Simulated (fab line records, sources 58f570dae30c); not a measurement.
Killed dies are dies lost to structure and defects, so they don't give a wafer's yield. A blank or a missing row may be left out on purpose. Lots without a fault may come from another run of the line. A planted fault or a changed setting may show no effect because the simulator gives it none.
Which tool did it? | flow berkeley_cmos170 | 13 lots, 39 wafers sampled, at 5 steps of a route of 331

WHAT THE GAUGES READ, wafer by wafer
UCB170_PFIELD_OVL_MEAS_06.
lot  | measured    | on         | PFIELD_OVL (nm)
L873 | day 5 10:10 | overlay-01 | 1 2 1
L875 | day 5 13:22 | overlay-02 | 3 0 4
L876 | day 6 05:41 | overlay-01 | 5 -2 4
L878 | day 6 10:14 | overlay-01 | -6 -6 -14
L881 | day 6 15:43 | overlay-02 | -2 3 -9
L880 | day 6 15:50 | overlay-02 | -2 -2 1
L883 | day 7 12:16 | overlay-01 | -4 1 -8
L884 | day 7 12:25 | overlay-02 | -5 6 4
L889 | day 8 20:34 | overlay-02 | 8 3 2
L891 | day 9 06:01 | overlay-02 | 5 0 0
L892 | day 9 05:44 | overlay-02 | -7 -7 -10
L893 | day 9 16:50 | overlay-02 | -3 0 1
L894 | day 9 17:06 | overlay-01 | -5 1 -3

UCB170_NVT_OVL_MEAS_06.
lot  | measured     | on         | NVT_OVL (nm)
L873 | day 7 00:43  | overlay-01 | 1 1 10
L875 | day 7 00:35  | overlay-02 | 0 1 1
L876 | day 7 17:38  | overlay-01 | -4 -6 -5
L878 | day 7 16:45  | overlay-01 | 0 -2 1
L881 | day 8 02:38  | overlay-02 | 1 -2 1
L880 | day 8 02:56  | overlay-01 | 7 13 11
L883 | day 9 00:28  | overlay-01 | 7 1 5
L884 | day 9 00:21  | overlay-02 | - - -
L889 | day 10 11:58 | overlay-01 | 3 2 3
L891 | day 10 17:43 | overlay-01 | 2 2 6
L892 | day 10 17:26 | overlay-02 | -1 -1 5
L893 | day 11 01:23 | overlay-01 | 3 1 6
L894 | day 11 01:16 | overlay-02 | 7 3 6

UCB170_NVT_TW_MEAS_09.
lot  | measured     | on            | NVT_TW
L873 | day 7 01:00  | film_metro-02 | 521 517 521
L875 | day 7 00:53  | film_metro-04 | 530 533 534
L876 | day 7 17:56  | film_metro-01 | 522 519 522
L878 | day 7 17:02  | film_metro-02 | 520 521 523
L881 | day 8 02:56  | film_metro-04 | 532 532 531
L880 | day 8 03:14  | film_metro-02 | 519 519 520
L883 | day 9 00:45  | film_metro-02 | 521 523 522
L884 | day 9 00:38  | film_metro-04 | 30 31 30 30 30 30
L889 | day 10 12:15 | film_metro-01 | 520 521 521
L891 | day 10 18:01 | film_metro-01 | 518 517 522
L892 | day 10 17:43 | film_metro-04 | 528 528 530
L893 | day 11 01:40 | film_metro-02 | 521 522 522
L894 | day 11 01:33 | film_metro-04 | 525 529 530

WHICH TOOL RAN EACH LOT (tool, then ch and the chambers of the sampled wafers, then the start)
lot  | UCB170_ACTIVE_STRIP_16              | UCB170_NVT_EXPOSE_03
L873 | plasma_asher-01 ch 0,1, day 5 06:23 | krf_scanner-01 ch 0, day 6 23:59
L875 | plasma_asher-04 ch 0,1, day 5 11:53 | krf_scanner-01 ch 0, day 6 23:52
L876 | plasma_asher-02 ch 0,1, day 6 00:55 | krf_scanner-02 ch 0, day 7 16:20
L878 | plasma_asher-02 ch 0,1, day 6 07:47 | krf_scanner-01 ch 0, day 7 15:53
L881 | plasma_asher-02 ch 0,1, day 6 13:33 | krf_scanner-01 ch 0, day 8 02:15
L880 | plasma_asher-04 ch 0,1, day 6 13:49 | krf_scanner-02 ch 0, day 8 02:33
L883 | plasma_asher-04 ch 0,1, day 7 10:34 | krf_scanner-02 ch 0, day 8 23:47
L884 | plasma_asher-01 ch 0,1, day 7 10:49 | krf_scanner-01 ch 0, day 8 23:32
L889 | plasma_asher-04 ch 0,1, day 8 19:19 | krf_scanner-01 ch 0, day 10 11:35
L891 | plasma_asher-02 ch 0,1, day 9 01:19 | krf_scanner-01 ch 0, day 10 17:19
L892 | plasma_asher-02 ch 0,1, day 9 01:36 | krf_scanner-02 ch 0, day 10 17:02
L893 | plasma_asher-01 ch 0, day 9 15:26   | krf_scanner-02 ch 0, day 11 01:00
L894 | plasma_asher-04 ch 0,1, day 9 15:42 | krf_scanner-02 ch 0, day 11 00:52
- UCB170_ACTIVE_STRIP_16: strips in O2.
- UCB170_NVT_EXPOSE_03: exposes mask PWELL, target cd 3000 nm.

WHAT THE TOOLS THEMSELVES READ (means of the sampled wafers that have a number; where no wafer has one, the mark that the record gives instead)
UCB170_ACTIVE_STRIP_16.
lot  | tool            | drypump_motor_current_A (A) | oes_product_au (a.u.) | strip_time_to_endpoint_s (s)
L873 | plasma_asher-01 | 6.4                         | 0.722                 | 18.07
L875 | plasma_asher-04 | 5.7                         | 0.724                 | 17.92
L876 | plasma_asher-02 | 5.9                         | 0.720                 | 18.19
L878 | plasma_asher-02 | 5.9                         | 0.721                 | 18.09
L881 | plasma_asher-02 | 5.9                         | 0.724                 | 18.19
L880 | plasma_asher-04 | 5.7                         | 0.720                 | 17.97
L883 | plasma_asher-04 | 5.7                         | 0.723                 | 18.05
L884 | plasma_asher-01 | 6.4                         | 0.718                 | 18.07
L889 | plasma_asher-04 | 5.7                         | 0.725                 | 18.05
L891 | plasma_asher-02 | 5.7                         | 0.718                 | 18.09
L892 | plasma_asher-02 | 5.9                         | 0.720                 | 18.11
L893 | plasma_asher-01 | 6.5                         | 0.721                 | 17.99
L894 | plasma_asher-04 | 5.5                         | 0.720                 | 18.14

UCB170_NVT_EXPOSE_03.
lot  | tool           | reticle_temp_C (C)
L873 | krf_scanner-01 | 22.87
L875 | krf_scanner-01 | 22.84
L876 | krf_scanner-02 | 23.15
L878 | krf_scanner-01 | 22.88
L881 | krf_scanner-01 | 22.91
L880 | krf_scanner-02 | 22.93
L883 | krf_scanner-02 | 22.94
L884 | krf_scanner-01 | 23.04
L889 | krf_scanner-01 | 22.89
L891 | krf_scanner-01 | 23.01
L892 | krf_scanner-02 | 22.86
L893 | krf_scanner-02 | 22.95
L894 | krf_scanner-02 | 23.00

THE ANSWER, worked out from the rows above alone
Rule: what is usual is taken from the lots themselves. Put in order of their means at a reading, lots are off if they are a third of the lots or fewer, leave a main group of 4 or more, and stand apart from it by a gap of 3 or more times the standard deviation of the main group's means; of several such gaps the widest counts. A main group whose means are all the same, to the digits that the tables above print for the reading, isn't used. A lot without any number at a reading at which 4 lots or more have one is off too. The other lots that the step has rows for count as sound. The gauges are gone through in route order, then the tools' own readings, and for those a lot's mean is taken as printed above. The first step at which some lot is off is used, and at that step the reading that is off furthest; a lot without a number counts as furthest.
Off: L884, at UCB170_NVT_OVL_MEAS_06 (NVT_OVL). Without a number there: L884. The main group: mean 2 nm, standard deviation 3.6.
A tool fits if, at a process step before that reading, it ran every lot that is off, and no sound lot after the first of them. The gauges at UCB170_NVT_OVL_MEAS_06 aren't tried: what is off there is off at UCB170_NVT_TW_MEAS_09 too, on other tools, and a gauge's error can't cause that. None of those tried fits.

WHAT THE SIMULATOR HAD PUT IN
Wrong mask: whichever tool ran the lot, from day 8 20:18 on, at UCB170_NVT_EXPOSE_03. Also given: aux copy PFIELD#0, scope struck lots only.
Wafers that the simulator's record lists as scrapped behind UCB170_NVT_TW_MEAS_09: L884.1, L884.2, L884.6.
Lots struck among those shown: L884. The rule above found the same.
